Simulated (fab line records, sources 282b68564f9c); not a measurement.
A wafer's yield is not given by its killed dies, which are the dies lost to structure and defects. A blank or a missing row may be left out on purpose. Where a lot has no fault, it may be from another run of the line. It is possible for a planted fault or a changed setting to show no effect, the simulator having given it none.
Which tool was responsible? / flow ritCmos / 42 wafers from 14 lots sampled at 3 of the route's 202 steps

== WHAT THE GAUGES SHOWED, per wafer ==
RIT_PSD_TW_MEAS_10.
lot=L816; measured=day 3 03:29; on=filmMetro-04; PSD_TW=3410 3409 3414
lot=L818; measured=day 3 10:47; on=filmMetro-04; PSD_TW=3406 3415 3424
lot=L819; measured=day 3 17:25; on=filmMetro-03; PSD_TW=3470 3483 3464
lot=L820; measured=day 3 20:59; on=filmMetro-04; PSD_TW=3404 3386 3405
lot=L821; measured=day 4 02:46; on=filmMetro-04; PSD_TW=3423 3422 3409
lot=L823; measured=day 4 15:44; on=filmMetro-03; PSD_TW=3473 3427 3455
lot=L825; measured=day 5 01:27; on=filmMetro-04; PSD_TW=3503 3508 3503
lot=L826; measured=day 5 06:23; on=filmMetro-02; PSD_TW=3352 3377 3352
lot=L828; measured=day 5 14:43; on=filmMetro-04; PSD_TW=3505 3495 3497
lot=L830; measured=day 6 02:57; on=filmMetro-04; PSD_TW=3419 3425 3419
lot=L833; measured=day 6 14:49; on=filmMetro-02; PSD_TW=3373 3381 3380
lot=L834; measured=day 6 21:45; on=filmMetro-02; PSD_TW=3362 3378 3385
lot=L838; measured=day 7 18:00; on=filmMetro-02; PSD_TW=3365 3356 3355
lot=L839; measured=day 8 02:10; on=filmMetro-03; PSD_TW=3424 3445 3437

RIT_SDANNEAL_RS_MEAS_04: measures by four-point-probe.
lot=L816; measured=day 3 03:59; on=filmMetro-03; PSD_RS (ohm/sq)=115.35 115.51 115.98
lot=L818; measured=day 3 11:18; on=filmMetro-02; PSD_RS (ohm/sq)=115.66 115.66 115.91
lot=L819; measured=day 3 17:54; on=filmMetro-03; PSD_RS (ohm/sq)=116.39 115.74 116.07
lot=L820; measured=day 3 21:28; on=filmMetro-02; PSD_RS (ohm/sq)=116.19 115.78 115.78
lot=L821; measured=day 4 03:20; on=filmMetro-04; PSD_RS (ohm/sq)=115.87 116.11 115.74
lot=L823; measured=day 4 16:14; on=filmMetro-02; PSD_RS (ohm/sq)=116.18 116.01 115.47
lot=L825; measured=day 5 01:57; on=filmMetro-03; PSD_RS (ohm/sq)=110.16 110.18 110.20
lot=L826; measured=day 5 06:55; on=filmMetro-03; PSD_RS (ohm/sq)=115.93 115.58 115.60
lot=L828; measured=day 5 15:17; on=filmMetro-03; PSD_RS (ohm/sq)=110.42 110.47 110.32
lot=L830; measured=day 6 03:26; on=filmMetro-03; PSD_RS (ohm/sq)=115.72 115.95 116.03
lot=L833; measured=day 6 15:20; on=filmMetro-02; PSD_RS (ohm/sq)=115.79 115.53 115.62
lot=L834; measured=day 6 22:16; on=filmMetro-03; PSD_RS (ohm/sq)=115.81 115.95 116.12
lot=L838; measured=day 7 18:30; on=filmMetro-03; PSD_RS (ohm/sq)=116.36 116.22 115.93
lot=L839; measured=day 8 02:50; on=filmMetro-04; PSD_RS (ohm/sq)=115.90 115.74 116.42

== WHAT TOOL EACH LOT RAN ON (gives the tool, then ch and the chambers of the sampled wafers, and finally the start) ==
lot=L816; RIT_PSD_IMPLANT_08=implanter-04 ch 0, day 3 03:11
lot=L818; RIT_PSD_IMPLANT_08=implanter-02 ch 0, day 3 10:28
lot=L819; RIT_PSD_IMPLANT_08=implanter-03 ch 0, day 3 17:05
lot=L820; RIT_PSD_IMPLANT_08=implanter-03 ch 0, day 3 20:39
lot=L821; RIT_PSD_IMPLANT_08=implanter-02 ch 0, day 4 02:28
lot=L823; RIT_PSD_IMPLANT_08=implanter-03 ch 0, day 4 15:26
lot=L825; RIT_PSD_IMPLANT_08=implanter-03 ch 0, day 5 01:09
lot=L826; RIT_PSD_IMPLANT_08=implanter-02 ch 0, day 5 06:03
lot=L828; RIT_PSD_IMPLANT_08=implanter-03 ch 0, day 5 14:24
lot=L830; RIT_PSD_IMPLANT_08=implanter-04 ch 0, day 6 02:37
lot=L833; RIT_PSD_IMPLANT_08=implanter-02 ch 0, day 6 14:29
lot=L834; RIT_PSD_IMPLANT_08=implanter-02 ch 0, day 6 21:26
lot=L838; RIT_PSD_IMPLANT_08=implanter-04 ch 0, day 7 17:42
lot=L839; RIT_PSD_IMPLANT_08=implanter-04 ch 0, day 8 01:52
- RIT_PSD_IMPLANT_08

== WHAT THE TOOLS THEMSELVES READ (means of the sampled wafers that have a number; where no wafer has one, the mark that the record gives instead) ==
RIT_PSD_IMPLANT_08.
lot=L816; tool=implanter-04; beamOnS (s)=16.8; doseIonsCm2=5e+15
lot=L818; tool=implanter-02; beamOnS (s)=13.9; doseIonsCm2=5e+15
lot=L819; tool=implanter-03; beamOnS (s)=12.6; doseIonsCm2=5e+15
lot=L820; tool=implanter-03; beamOnS (s)=12.5; doseIonsCm2=5e+15
lot=L821; tool=implanter-02; beamOnS (s)=14.0; doseIonsCm2=5e+15
lot=L823; tool=implanter-03; beamOnS (s)=12.5; doseIonsCm2=5e+15
lot=L825; tool=implanter-03; beamOnS (s)=20.1; doseIonsCm2=8e+15
lot=L826; tool=implanter-02; beamOnS (s)=14.0; doseIonsCm2=5e+15
lot=L828; tool=implanter-03; beamOnS (s)=19.4; doseIonsCm2=8e+15
lot=L830; tool=implanter-04; beamOnS (s)=16.7; doseIonsCm2=5e+15
lot=L833; tool=implanter-02; beamOnS (s)=14.0; doseIonsCm2=5e+15
lot=L834; tool=implanter-02; beamOnS (s)=14.0; doseIonsCm2=5e+15
lot=L838; tool=implanter-04; beamOnS (s)=16.4; doseIonsCm2=5e+15
lot=L839; tool=implanter-04; beamOnS (s)=16.8; doseIonsCm2=5e+15

== THE ANSWER, worked out from the rows above alone ==
Rule: usual is defined by the lots themselves. Put in order of their means at a reading, lots are off if they are a third of the lots or fewer, leave a main group of 4 or more, and stand apart from it by a gap of 3 or more times the standard deviation of the main group's means; of several such gaps the widest counts. A main group whose means are all the same, to the digits that the tables above print for the reading, isn't used. Also off: a lot with no number at a reading for which 4 or more lots have one. Where the step has rows for the other lots, those lots are counted as sound. After the gauges, taken in route order, come the tools' own readings; for these a lot's mean is taken, as printed above. The first step at which some lot is off is used, and at that step the reading that is off furthest; a lot without a number counts as furthest.
Off: at RIT_SDANNEAL_RS_MEAS_04 (PSD_RS), L825, L828. Mean 115.88 ohm/sq and standard deviation 0.16 in the main group.
If a tool, at a process step before that reading, ran all the lots that are off and no sound lot after the first of them, it fits. Those tools and the gauges at RIT_SDANNEAL_RS_MEAS_04 are tried in the same way. One fits: RIT_PSD_IMPLANT_08 on implanter-03. Its last sound lot is L823 (day 4 15:26), its first lot that is off L825 (day 5 01:09): a fault that began between those two fits.
The tool's own readings at RIT_PSD_IMPLANT_08 bear it out: on the lots that are off they differ by more than 5 times the standard deviation of the sound lots' means. doseIonsCm2 reads 8e+15 there against 5e+15 on the sound lots.

== WHAT HAD BEEN PUT IN BY THE SIMULATOR ==
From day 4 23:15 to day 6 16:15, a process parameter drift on implanter-03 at RIT_PSD_IMPLANT_08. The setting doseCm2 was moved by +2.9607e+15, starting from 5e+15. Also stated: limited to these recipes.
Struck lots among those shown: L825, L828. This agrees with what the rule above found.
